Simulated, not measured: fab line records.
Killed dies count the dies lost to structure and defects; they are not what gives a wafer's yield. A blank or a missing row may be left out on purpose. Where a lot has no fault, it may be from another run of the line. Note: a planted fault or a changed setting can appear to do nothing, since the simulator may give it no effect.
fab line records    flow rit-cmos
[record] lots = 5  wafers = 27
route steps=202 shown ACTIVE@2 FOX2@25 GATE@91 CONTACT@168 M1@202
start-h: hours from the record's first day to the start of the lot's first wafer shown    wait-h: hours since the lot's step before    " repeats the value in the row above    L1.1+2: several wafers, shown together as one row    - either no value or no given start    * or withheld: withheld    < > ~ a bound
route shown NAME@n: NAME is a module with steps in the file, n the number in the route of the first one    usual: mean and standard deviation over wafers with no fault    same: alike in all rows    chamber/n: place in a boat    sites: per-site readings    _std_site: how widely they spread, as a standard deviation    _edge_site: outer sites' mean less inner sites'    radius-mm: how far each site lies from the wafer's centre    mask NAME#n: copy n    behind: the tool/chamber that last shaped the wafer    hold: cause of the lot's hold/its duration in hours/its outcome    device: names the non-switching transistor (n, p or np)    end of line: tests of these same wafers at the route's end    a step given without rows: its recipe and nothing more    killed: not the wafer's yield, but the dies lost to structure and defects at the first sort    map: a wafer's dies, marking killed ones x, the rest . and places with no die _
set.NAME: the setting as run; set.NAME@STEP: as run at that earlier step    model.NAME: the simulator's own value behind a step, which no gauge read
one table per step and one row per wafer, for lots whose settings were changed on purpose
[[steps]]
[step RIT_ACTIVE_OXIDATION_01]
[recipe] temp-c = 1000  ambient = O2  target-thk-a = 468  ox-time-s = 3360
lot.wafer  tool        chamber  start-h  wait-h  set.ox-time-s  model.SiO2_of_ACTIVE_OXIDATION_01.thk-nm
L075.1     -           -        -        0.5     1707           30.31
L075.2     "           -        "        "       1707           30.58
L075.3     "           -        "        "       1707           30.16
L075.4+5   "           -        "        "       1707           30.18
L075.6     "           -        "        "       1707           30.63
L079.1     -           -        -        1.3     4220           53.22
L079.2     "           -        "        "       4220           52.25
L079.3     "           -        "        "       4220           53.53
L079.4     "           -        "        "       4220           53.75
L079.5     "           -        "        "       4220           52.36
L079.6     "           -        "        "       4220           53.37
L081.1     -           -        -        0.1     4550           56.88
L081.2     "           -        "        "       4550           57.32
L081.3     "           -        "        "       4550           56.57
L081.4     "           -        "        "       4550           56.63
L081.5     "           -        "        "       4550           57.74
L081.6     "           -        "        "       4550           56.83
L083.3     furnace-04  0        55.74    0.7     3360           47.8
L083.4     "           0        "        "       3360           47.1
L083.5     "           0        "        "       3360           47.72
L084.1     -           -        -        1.0     4943           61.52
L084.2     "           -        "        "       4943           60.46
L084.3     "           -        "        "       4943           60.68
L084.4     "           -        "        "       4943           61.68
L084.5     "           -        "        "       4943           60.59
L084.6     "           -        "        "       4943           61.48
[step RIT_ACTIVE_THK_MEAS_02]
[recipe] reads = SiO2_of_ACTIVE_OXIDATION_01
[usual] ACTIVE_OXIDE_THK = 46.7/0.79
lot.wafer  tool           chamber  start-h  wait-h  set.ox-time-s@ACTIVE_OXIDATION_01  ACTIVE_OXIDE_THK[nm]
L075.1     film-metro-01  -        -        -       1707                               30.3
L075.2     "              -        "        "       1707                               30.5
L075.3     "              -        "        "       1707                               30.1
L075.4     "              -        "        "       1707                               30.2
L075.5     "              -        "        "       1707                               30.2
L075.6     "              -        "        "       1707                               30.6
L079.1     film-metro-04  -        -        -       4220                               53.2
L079.2     "              -        "        "       4220                               52.2
L079.3     "              -        "        "       4220                               53.5
L079.4     "              -        "        "       4220                               53.7
L079.5     "              -        "        "       4220                               52.3
L079.6     "              -        "        "       4220                               53.3
L081.1     film-metro-04  -        -        -       4550                               56.9
L081.2     "              -        "        "       4550                               57.3
L081.3     "              -        "        "       4550                               56.6
L081.4     "              -        "        "       4550                               56.6
L081.5     "              -        "        "       4550                               57.7
L081.6     "              -        "        "       4550                               56.8
L083.3     film-metro-01  -        57.70    0.0     3360                               47.9
L083.4     "              -        "        "       3360                               47.0
L083.5     "              -        "        "       3360                               47.7
L084.1     film-metro-03  -        -        -       4943                               61.5
L084.2     "              -        "        "       4943                               60.5
L084.3     "              -        "        "       4943                               60.7
L084.4     "              -        "        "       4943                               61.6
L084.5     "              -        "        "       4943                               60.6
L084.6     "              -        "        "       4943                               61.5
[step RIT_ACTIVE_CVD_03]
[recipe] material = Si3N4  target-thk-nm = 150  temp-c = 810  precursor = SiH2Cl2/NH3  time-s = 1500  pressure-mtorr = 300  sih2cl2-flow-sccm = 58.15  nh3-flow-sccm = 150
[step RIT_FOX2_CLEAN_02]
[recipe] chemistry = dHF  dilution = 50:1  time-s = 180
[step RIT_FOX2_WET_ETCH_03]
[recipe] chemistry = H3PO4  target = Si3N4  target-depth-nm = 195  temp-c = 165  time-s = 2700
lot.wafer  tool          chamber  start-h  wait-h  set.ox-time-s@ACTIVE_OXIDATION_01  model.SiO2_of_ACTIVE_OXIDATION_01.thk-nm
L075.1     wet-bench-02  0        26.50    0.0     1707                               26.94
L075.2     "             0        "        "       1707                               27.21
L075.3     "             0        "        "       1707                               26.83
L075.4     "             0        "        "       1707                               24.49
L075.5     "             0        "        "       1707                               26.85
L075.6     "             0        "        "       1707                               27.24
L079.1     wet-bench-03  0        45.93    0.0     4220                               47.34
L079.2     "             0        "        "       4220                               46.48
L079.3     "             0        "        "       4220                               47.62
L079.4     "             0        "        "       4220                               45.52
L079.5     "             0        "        "       4220                               44.24
L079.6     "             0        "        "       4220                               47.48
L081.1     wet-bench-03  1        54.27    0.0     4550                               50.4
L081.2     "             1        "        "       4550                               50.8
L081.3     "             1        "        "       4550                               49.64
L081.4     "             1        "        "       4550                               50.19
L081.5     "             1        "        "       4550                               50.66
L081.6     "             1        "        "       4550                               50.41
L083.3     wet-bench-02  2        65.95    0.0     3360                               39.81
L083.4     "             2        "        "       3360                               41.87
L083.5     "             2        "        "       3360                               42.41
L084.1     wet-bench-03  2        71.01    0.0     4943                               54.47
L084.2     "             2        "        "       4943                               53.49
L084.3     "             2        "        "       4943                               51.44
L084.4     "             2        "        "       4943                               54.64
L084.5     "             2        "        "       4943                               51.34
L084.6     "             2        "        "       4943                               54.43
[step RIT_GATE_DEVELOP_15]
[recipe] resist = NOVOLAK  develop-time-s = 50  dev-temp-c = 23
lot.wafer   tool            chamber  start-h  wait-h  set.develop-time-s
L075.1+2+3  litho-track-03  0        -        -       75.27
L075.4+5+6  "               0        "        "       50
L079.1+2+6  litho-track-04  0        -        -       50
L079.3+4+5  "               0        "        "       29.47
L081.1+2+5  litho-track-03  0        -        -       64.53
L081.3+4+6  "               0        "        "       50
L083.3+4+5  litho-track-03  0        -        -       50
L084.1+2+4  litho-track-04  0        -        -       50
L084.3+5+6  "               0        "        "       22.62
[step RIT_CONTACT_CVD_00]
[recipe] material = SiO2  target-thk-nm = 400  precursor = TEOS  temp-c = 390  time-s = 61  rf-w = 400
lot.wafer  tool      chamber  start-h  wait-h  set.time-s  model.SiO2_of_CONTACT_CVD_00.thk-nm
L075.1     pecvd-03  0        60.95    0.1     61          398.5
L075.2     "         1        "        "       61          395.8
L075.3     "         2        "        "       34.95       230.5
L075.4     "         1        "        "       34.95       221.7
L075.5     "         2        "        "       61          409.7
L075.6     "         0        "        "       34.95       240.1
L079.1     pecvd-02  0        81.76    0.1     61          401.6
L079.2     "         1        "        "       61          403.7
L079.3     "         2        "        "       61          397
L079.4     "         0        "        "       61          407.6
L079.5     "         2        "        "       61          402.5
L079.6     "         1        "        "       61          410.5
L081.1     pecvd-03  0        88.66    0.1     61          398.4
L081.2     "         1        "        "       43.3        275.3
L081.3     "         2        "        "       61          392.1
L081.4     "         0        "        "       43.3        281.5
L081.5     "         2        "        "       43.3        286.8
L081.6     "         1        "        "       61          395.6
L083.3     pecvd-01  2        101.09   0.0     61          393.5
L083.4     "         0        "        "       61          399.5
L083.5     "         2        "        "       61          397.7
L084.1     pecvd-03  0        106.88   0.1     61          396.6
L084.2     "         1        "        "       88.93       575.2
L084.3     "         2        "        "       88.93       577.8
L084.4     "         0        "        "       61          399.2
L084.5     "         1        "        "       61          400.1
L084.6     "         2        "        "       88.93       589.5
[step RIT_CONTACT_THK_MEAS_01]
[recipe] reads = SiO2_of_CONTACT_CVD_00
[usual] CONTACT_TEOS_THK = 399/5.2
lot.wafer  tool           chamber  start-h  wait-h  set.time-s@CONTACT_CVD_00  CONTACT_TEOS_THK[nm]
L075.1     film-metro-03  -        61.00    0.0     61                         398
L075.2     "              -        "        "       61                         396
L075.3     "              -        "        "       34.95                      230
L075.4     "              -        "        "       34.95                      222
L075.5     "              -        "        "       61                         410
L075.6     "              -        "        "       34.95                      240
L079.1     film-metro-03  -        81.82    0.0     61                         402
L079.2     "              -        "        "       61                         404
L079.3     "              -        "        "       61                         397
L079.4     "              -        "        "       61                         408
L079.5     "              -        "        "       61                         402
L079.6     "              -        "        "       61                         411
L081.1     film-metro-02  -        88.71    0.0     61                         398
L081.2     "              -        "        "       43.3                       275
L081.3     "              -        "        "       61                         392
L081.4     "              -        "        "       43.3                       281
L081.5     "              -        "        "       43.3                       287
L081.6     "              -        "        "       61                         396
L083.3     film-metro-03  -        101.16   0.0     61                         393
L083.4     "              -        "        "       61                         399
L083.5     "              -        "        "       61                         398
L084.1     film-metro-03  -        106.93   0.0     61                         397
L084.2     "              -        "        "       88.93                      575
L084.3     "              -        "        "       88.93                      578
L084.4     "              -        "        "       61                         399
L084.5     "              -        "        "       61                         400
L084.6     "              -        "        "       88.93                      590
[step RIT_CONTACT_HMDS_02]
[recipe] prime-time-s = 60  prime-temp-c = 140
[step RIT_CONTACT_COAT_03]
[recipe] resist = NOVOLAK  spin-rpm = 3250  resist-thk-nm = 1000
[step RIT_CONTACT_HARDBAKE_10]
[recipe] resist = NOVOLAK  temp-c = 140  time-s = 60
[step RIT_CONTACT_ETCH_11]
[recipe] target-depth-a = 4800  over-etch-frac = 0.2  stop-on = TiSi2  chemistry = CHF3/CF4/Ar  target = SiO2  CHF3_flow_sccm = 50  cf4-flow-sccm = 10  Ar_flow_sccm = 100  O2_flow_sccm = 5  pressure-mtorr = 100  rf-w = 200  time-s = 320
lot.wafer  tool         chamber  start-h  wait-h  set.time-s@CONTACT_CVD_00  model.CONTACT.feature-depth-nm  model.etch.depth-nm
L075.1     rie-diel-03  0        62.34    0.1     61                         398.5                           398.5
L075.2     "            1        "        "       61                         395.8                           395.8
L075.3     "            3        "        "       34.95                      230.5                           230.5
L075.4     "            2        "        "       34.95                      221.7                           221.7
L075.5     "            1        "        "       61                         409.7                           409.7
L075.6     "            2        "        "       34.95                      240.1                           240.1
L079.1     rie-diel-03  1        83.49    0.1     61                         401.6                           401.6
L079.2     "            2        "        "       61                         403.7                           403.7
L079.3     "            3        "        "       61                         397                             397
L079.4     "            0        "        "       61                         407.6                           407.6
L079.5     "            3        "        "       61                         402.5                           402.5
L079.6     "            0        "        "       61                         410.5                           410.5
L081.1     rie-diel-01  1        90.17    0.1     61                         398.4                           398.4
L081.2     "            3        "        "       43.3                       275.3                           275.3
L081.3     "            2        "        "       61                         392.1                           392.1
L081.4     "            0        "        "       43.3                       281.5                           281.5
L081.5     "            3        "        "       43.3                       286.8                           286.8
L081.6     "            2        "        "       61                         395.6                           395.6
L083.3     rie-diel-02  1        102.47   0.1     61                         393.5                           393.5
L083.4     "            2        "        "       61                         399.5                           399.5
L083.5     "            3        "        "       61                         397.7                           397.7
L084.1     rie-diel-02  2        108.39   0.1     61                         396.6                           396.6
L084.2     "            1        "        "       88.93                      461.6                           461.6
L084.3     "            3        "        "       88.93                      478.6                           478.6
L084.4     "            0        "        "       61                         399.2                           399.2
L084.5     "            2        "        "       61                         400.1                           400.1
L084.6     "            1        "        "       88.93                      461.9                           461.9
[step RIT_M1_PROBE_99]
[usual] killed_at_M0_to_M3 = 0/0  killed-at-contacts = 0.1/0.37  killed-at-front-end = 6.5/2.8  killed-dies = 6.6/2.7  killed-open = 3.0/1.9  killed-short = 3.5/1.9
[same] gross-dies = 264  killed_at_M4_up = 0  killed-at-back-side = 0  killed-at-other = 0
lot.wafer  tool       chamber  start-h  wait-h  set.ox-time-s@ACTIVE_OXIDATION_01  set.develop-time-s@GATE_DEVELOP_15  killed_at_M0_to_M3  killed-at-contacts  killed-at-front-end  killed-dies  killed-open  killed-short  model.etest.nldd.width-nm  model.etest.nmos_0p15.drive-ua-um  model.etest.nmos_0p15.r-on-ohm-um  model.etest.nmos_0p3.r-on-ohm-um  model.etest.pldd.width-nm  model.etest.pmos_0p15.r-on-ohm-um  model.etest.pmos_0p3.r-on-ohm-um  model.etest.pmos-turned.r-on-ohm-um
L075.1     prober-02  -        67.19    0.1     1707                               75.27                               0                   0                   264                  264          4            3             -                          -                                  -                                  -                                 -                          -                                  -                                 -
L075.2     prober-02  -        67.24    0.1     1707                               75.27                               0                   1                   263                  264          2            6             3328                       -                                  -                                  1652                              3298                       -                                  4639                              1894
L075.3     prober-02  -        67.29    0.2     1707                               75.27                               0                   0                   264                  264          3            2             -                          -                                  -                                  -                                 -                          -                                  -                                 -
L075.4     prober-02  -        67.34    0.2     1707                               50                                  0                   0                   16                   16           7            9             3312                       472.3                              1111                               2070                              3308                       2813                               6160                              3461
L075.5     prober-02  -        67.39    0.2     1707                               50                                  252                 0                   12                   264          2            10            -                          -                                  -                                  -                                 -                          -                                  -                                 -
L075.6     prober-02  -        67.44    0.2     1707                               50                                  0                   0                   3                    3            1            2             3314                       481.2                              1108                               2080                              3311                       2713                               6119                              3376
L079.1     prober-02  -        88.63    0.1     4220                               50                                  0                   0                   6                    6            3            3             3120                       439.7                              1187                               2226                              3115                       2853                               6394                              3520
L079.2     prober-02  -        88.68    0.1     4220                               50                                  0                   0                   9                    9            2            7             3126                       448.9                              1186                               2199                              3119                       2881                               6328                              3508
L079.3     prober-02  -        88.73    0.2     4220                               29.47                               0                   0                   264                  264          1            3             3107                       258.5                              1923                               2948                              3112                       5224                               8751                              5865
L079.4     prober-02  -        88.78    0.2     4220                               29.47                               0                   0                   264                  264          2            4             3104                       256.8                              1892                               2920                              3118                       5142                               8674                              5748
L079.5     prober-02  -        88.83    0.2     4220                               29.47                               0                   0                   264                  264          1            3             3134                       261.5                              1883                               2899                              3145                       5162                               8636                              5782
L079.6     prober-02  -        88.88    0.2     4220                               50                                  0                   0                   3                    3            2            1             3117                       430.2                              1253                               2278                              3124                       3012                               6502                              3648
L081.1     prober-02  -        95.35    0.1     4550                               64.53                               0                   0                   262                  262          2            3             3076                       -                                  -                                  1941                              3063                       1915                               5515                              2562
L081.2     prober-02  -        95.40    0.1     4550                               64.53                               0                   0                   264                  264          2            4             3084                       -                                  -                                  2017                              3058                       1987                               5644                              2642
L081.3     prober-02  -        95.45    0.2     4550                               50                                  0                   0                   6                    6            3            3             3082                       455.8                              1120                               2210                              3068                       2809                               6486                              3486
L081.4     prober-02  -        95.50    0.2     4550                               50                                  0                   0                   9                    9            6            3             3053                       443.8                              1172                               2242                              3052                       2892                               6521                              3579
L081.5     prober-02  -        95.55    0.2     4550                               64.53                               0                   0                   263                  263          1            2             3052                       -                                  -                                  1960                              3064                       1872                               5463                              2484
L081.6     prober-02  -        95.60    0.2     4550                               50                                  0                   1                   5                    6            1            5             3064                       456.6                              1114                               2182                              3079                       2802                               6378                              3467
L083.3     prober-02  -        107.68   0.2     3360                               50                                  0                   0                   7                    7            7            0             3171                       470.3                              1126                               2151                              3170                       2805                               6288                              3523
L083.4     prober-02  -        107.73   0.2     3360                               50                                  0                   0                   9                    9            4            5             3183                       465.2                              1147                               2117                              3173                       2836                               6200                              3528
L083.5     prober-02  -        107.78   0.2     3360                               50                                  0                   0                   8                    8            3            5             3181                       473.4                              1149                               2114                              3189                       2834                               6275                              3474
L084.1     prober-01  -        113.37   0.1     4943                               50                                  0                   0                   5                    5            4            1             3021                       463.9                              1089                               2196                              3036                       2668                               6258                              3235
L084.2     prober-01  -        113.42   0.1     4943                               50                                  0                   261                 3                    264          0            3             -                          -                                  -                                  -                                 -                          -                                  -                                 -
L084.3     prober-01  -        113.47   0.2     4943                               22.62                               0                   1                   263                  264          4            3             -                          -                                  -                                  -                                 -                          -                                  -                                 -
L084.4     prober-01  -        113.52   0.2     4943                               50                                  0                   0                   4                    4            2            2             3016                       452.5                              1124                               2235                              3020                       2702                               6314                              3268
L084.5     prober-01  -        113.57   0.2     4943                               22.62                               0                   0                   264                  264          2            2             3042                       206.3                              2281                               3329                              3038                       6373                               9951                              6920
L084.6     prober-01  -        113.62   0.2     4943                               22.62                               0                   0                   264                  264          4            4             -                          -                                  -                                  -                                 -                          -                                  -                                 -
// killed by level:class
L075.1 GATE:area-develop=257 GATE:geometric-particle:short=2 FOX1:geometric-particle:open=1 FOX2:geometric-particle:open=1 REOX:geometric-particle:open=1 SILICIDE:geometric-particle:short=1 SILICIDE:geometric-particle:open=1
L075.2 GATE:area-develop=256 GATE:geometric-particle:short=4 FOX2:geometric-particle:short=1 GATE:geometric-particle:open=1 SPACER:geometric-particle:short=1 CONTACT:geometric-particle:open=1
L075.3 GATE:area-develop=259 GATE:geometric-particle:open=2 FOX2:geometric-particle:open=1 GATE:geometric-particle:short=1 REOX:geometric-particle:short=1
L075.4 GATE:geometric-particle:open=4 GATE:geometric-particle:short=2 SILICIDE:geometric-particle:short=2 REOX:geometric-particle:open=2 REOX:geometric-particle:short=2 SPACER:geometric-particle:short=2 FOX2:geometric-particle:short=1 SILICIDE:geometric-particle:open=1
L075.5 M1:area-etch=252 GATE:geometric-particle:short=5 GATE:geometric-particle:open=2 SPACER:geometric-particle:short=2 FOX1:geometric-particle:short=1 FOX2:geometric-particle:short=1 REOX:geometric-particle:short=1
L075.6 FOX2:geometric-particle:short=1 GATE:geometric-particle:short=1 GATE:geometric-particle:open=1
L079.1 GATE:geometric-particle:short=2 FOX1:geometric-particle:open=1 FOX1:geometric-particle:short=1 REOX:geometric-particle:open=1 SILICIDE:geometric-particle:open=1
L079.2 FOX1:geometric-particle:short=2 GATE:geometric-particle:short=2 GATE:geometric-particle:open=1 FOX2:geometric-particle:short=1 REOX:geometric-particle:open=1 REOX:geometric-particle:short=1 SPACER:geometric-particle:short=1
L079.3 GATE:area-develop=259 FOX1:geometric-particle:short=1 GATE:geometric-particle:open=1 REOX:geometric-particle:short=1 SILICIDE:geometric-particle:short=1 PSD:coat-microbubble-printed=1
L079.4 GATE:area-develop=258 REOX:geometric-particle:short=2 FOX1:geometric-particle:short=1 FOX1:geometric-particle:open=1 GATE:geometric-particle:short=1 REOX:geometric-particle:open=1
L079.5 GATE:area-develop=259 REOX:geometric-particle:short=2 FOX2:geometric-particle:open=1 GATE:geometric-particle:short=1 PSD:coat-microbubble-printed=1
L079.6 FOX1:geometric-particle:open=2 FOX1:geometric-particle:short=1
L081.1 GATE:area-develop=257 FOX1:geometric-particle:short=2 GATE:geometric-particle:open=2 SILICIDE:geometric-particle:short=1
L081.2 GATE:area-develop=258 GATE:geometric-particle:short=3 SILICIDE:geometric-particle:short=1 GATE:geometric-particle:open=1 SPACER:geometric-particle:open=1
L081.3 GATE:geometric-particle:open=3 GATE:geometric-particle:short=2 SPACER:geometric-particle:short=1
L081.4 GATE:geometric-particle:open=3 SPACER:geometric-particle:short=2 SILICIDE:geometric-particle:open=2 GATE:geometric-particle:short=1 SPACER:geometric-particle:open=1
L081.5 GATE:area-develop=260 GATE:geometric-particle:open=1 GATE:geometric-particle:short=1 SILICIDE:geometric-particle:short=1
L081.6 GATE:geometric-particle:short=2 ACTIVE:geometric-particle:short=1 GATE:geometric-particle:open=1 SILICIDE:geometric-particle:short=1 CONTACT:geometric-particle:short=1
L083.3 GATE:geometric-particle:open=2 REOX:geometric-particle:open=2 FOX1:geometric-particle:open=1 FOX2:geometric-particle:open=1 SILICIDE:geometric-particle:open=1
L083.4 GATE:geometric-particle:short=2 REOX:geometric-particle:short=2 FOX1:geometric-particle:open=1 FOX2:geometric-particle:open=1 SPACER:geometric-particle:open=1 SILICIDE:geometric-particle:short=1 SILICIDE:geometric-particle:open=1
L083.5 REOX:geometric-particle:open=2 SPACER:geometric-particle:short=2 FOX1:geometric-particle:short=1 GATE:geometric-particle:short=1 GATE:geometric-particle:open=1 REOX:geometric-particle:short=1
L084.1 FOX2:geometric-particle:short=1 FOX2:geometric-particle:open=1 GATE:geometric-particle:open=1 REOX:geometric-particle:open=1 SPACER:geometric-particle:open=1
L084.2 CONTACT:area-etch=261 FOX2:geometric-particle:short=2 FOX1:geometric-particle:short=1
L084.3 GATE:area-develop=257 FOX1:geometric-particle:short=1 FOX2:geometric-particle:open=1 GATE:geometric-particle:open=1 REOX:geometric-particle:short=1 SPACER:geometric-particle:short=1 SILICIDE:geometric-particle:open=1 CONTACT:geometric-particle:open=1
L084.4 GATE:geometric-particle:open=2 FOX2:geometric-particle:short=1 GATE:geometric-particle:short=1
L084.5 GATE:area-develop=260 FOX2:geometric-particle:short=2 GATE:geometric-particle:open=1 REOX:geometric-particle:open=1
L084.6 GATE:area-develop=256 FOX2:geometric-particle:short=2 FOX1:geometric-particle:open=1 FOX2:geometric-particle:open=1 GATE:geometric-particle:short=1 GATE:geometric-particle:open=1 REOX:geometric-particle:open=1 REOX:geometric-particle:short=1
[[key]]
[split] step = RIT_ACTIVE_OXIDATION_01  setting = ox-time-s  stated = 3360  by = lot
[response] step = RIT_ACTIVE_OXIDATION_01  reading = model.SiO2_of_ACTIVE_OXIDATION_01.thk-nm  change = +0.314  per = 1%  r = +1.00
[response] step = RIT_ACTIVE_THK_MEAS_02  reading = ACTIVE_OXIDE_THK  change = +0.314  per = 1%  r = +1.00
[response] step = RIT_FOX2_WET_ETCH_03  reading = model.SiO2_of_ACTIVE_OXIDATION_01.thk-nm  change = +0.275  per = 1%  r = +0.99
[response] step = RIT_M1_PROBE_99  reading = model.etest.pldd.width-nm  change = -2.81  per = 1%  r = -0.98
[response] step = RIT_M1_PROBE_99  reading = model.etest.nldd.width-nm  change = -2.94  per = 1%  r = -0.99
[split] step = RIT_GATE_DEVELOP_15  setting = develop-time-s  stated = 50  by = wafer
[response] step = RIT_M1_PROBE_99  reading = model.etest.pmos_0p15.r-on-ohm-um  change = -54.1  per = 1%  r = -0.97
[response] step = RIT_M1_PROBE_99  reading = model.etest.pmos_0p3.r-on-ohm-um  change = -48.7  per = 1%  r = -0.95
[response] step = RIT_M1_PROBE_99  reading = model.etest.pmos-turned.r-on-ohm-um  change = -48.6  per = 1%  r = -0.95
[response] step = RIT_M1_PROBE_99  reading = model.etest.nmos_0p15.r-on-ohm-um  change = -18.9  per = 1%  r = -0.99
[response] step = RIT_M1_PROBE_99  reading = model.etest.nmos_0p3.r-on-ohm-um  change = -14.4  per = 1%  r = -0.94
[response] step = RIT_M1_PROBE_99  reading = model.etest.nmos_0p15.drive-ua-um  change = +4.49  per = 1%  r = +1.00
[split] step = RIT_CONTACT_CVD_00  setting = time-s  stated = 61  by = wafer
[response] step = RIT_CONTACT_CVD_00  reading = model.SiO2_of_CONTACT_CVD_00.thk-nm  change = +3.98  per = 1%  r = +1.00
[response] step = RIT_CONTACT_THK_MEAS_01  reading = CONTACT_TEOS_THK  change = +3.98  per = 1%  r = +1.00
[response] step = RIT_CONTACT_ETCH_11  reading = model.CONTACT.feature-depth-nm  change = +2.89  per = 1%  r = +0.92
[response] step = RIT_CONTACT_ETCH_11  reading = model.etch.depth-nm  change = +2.89  per = 1%  r = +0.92
